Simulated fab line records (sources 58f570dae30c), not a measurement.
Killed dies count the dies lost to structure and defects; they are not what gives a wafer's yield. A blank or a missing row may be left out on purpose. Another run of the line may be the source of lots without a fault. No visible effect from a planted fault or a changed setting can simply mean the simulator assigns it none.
Lot-split experiment	flow berkeley cmos170	on a route of 331 steps: 5 lots, 23 wafers read

## THE SPLIT
At UCB170_M2_SPUTTER_01 (material Al, target thk 900 nm, time 120 s), the setting chamber pressure pa was moved away from the recipe's 0.5 Pa on 20 of the 23 wafers read, by -11.4% to +14.4%. The other wafers ran this setting at the recipe's value.

The reading comes from the split's own step.

## THE READING
Al_of_M2_SPUTTER_01.thk nm (the simulator's own value, which no gauge read), in nm, at UCB170_M2_SPUTTER_01 (material Al, target thk 900 nm, time 120 s). No usual value for it is given in the file. Across the 3 wafers here that went through the recipe, the average is 914.7 nm and the standard deviation 9.9 nm.

wafer	tool, chamber at the split	chamber pressure pa as run, Pa	against the recipe	Al_of_M2_SPUTTER_01.thk nm, nm	against lot-mates on the recipe
L077.1	pvd sputter-02, -	0.5	recipe	915.1	-
L077.4	pvd sputter-02, -	0.5	recipe	902.4	-
L077.6	pvd sputter-02, -	0.5	recipe	926.6	-
L076.2	pvd sputter-04, -	0.4554	-8.9%	933.2	no lot-mate on the recipe
L076.3	pvd sputter-04, -	0.4554	-8.9%	927.5	no lot-mate on the recipe
L076.4	pvd sputter-04, -	0.4554	-8.9%	929.7	no lot-mate on the recipe
L076.5	pvd sputter-04, -	0.4554	-8.9%	932	no lot-mate on the recipe
L076.6	pvd sputter-04, -	0.4554	-8.9%	927.2	no lot-mate on the recipe
L080.1	pvd sputter-04, -	0.5722	+14.4%	887	no lot-mate on the recipe
L080.3	pvd sputter-04, -	0.5722	+14.4%	889.9	no lot-mate on the recipe
L080.4	pvd sputter-04, -	0.5722	+14.4%	874.2	no lot-mate on the recipe
L080.5	pvd sputter-04, -	0.5722	+14.4%	884.6	no lot-mate on the recipe
L080.6	pvd sputter-04, -	0.5722	+14.4%	884.1	no lot-mate on the recipe
L079.1	pvd sputter-01, -	0.443	-11.4%	937.1	no lot-mate on the recipe
L079.2	pvd sputter-01, -	0.443	-11.4%	943.4	no lot-mate on the recipe
L079.4	pvd sputter-01, -	0.443	-11.4%	942.1	no lot-mate on the recipe
L079.5	pvd sputter-01, -	0.443	-11.4%	945.5	no lot-mate on the recipe
L079.6	pvd sputter-01, -	0.443	-11.4%	944.7	no lot-mate on the recipe
L082.1	pvd sputter-01, -	0.5311	+6.2%	879.8	no lot-mate on the recipe
L082.2	pvd sputter-01, -	0.5311	+6.2%	866.7	no lot-mate on the recipe
L082.3	pvd sputter-01, -	0.5311	+6.2%	872.7	no lot-mate on the recipe
L082.4	pvd sputter-01, -	0.5311	+6.2%	870.6	no lot-mate on the recipe
L082.6	pvd sputter-01, -	0.5311	+6.2%	871.1	no lot-mate on the recipe

FIT RESULTS
A straight line over all 23 wafers: Al_of_M2_SPUTTER_01.thk nm changes by -2.54 nm for each +1% of chamber pressure pa; r = -0.89; the points scatter about the line by 13 nm.
Too few moved wafers with a lot-mate on the recipe to fit a line net of each lot's own level.

## FILE'S OWN FIT
Al_of_M2_SPUTTER_01.thk nm changes by -2.54 nm for each +1% of chamber pressure pa, r = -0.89.
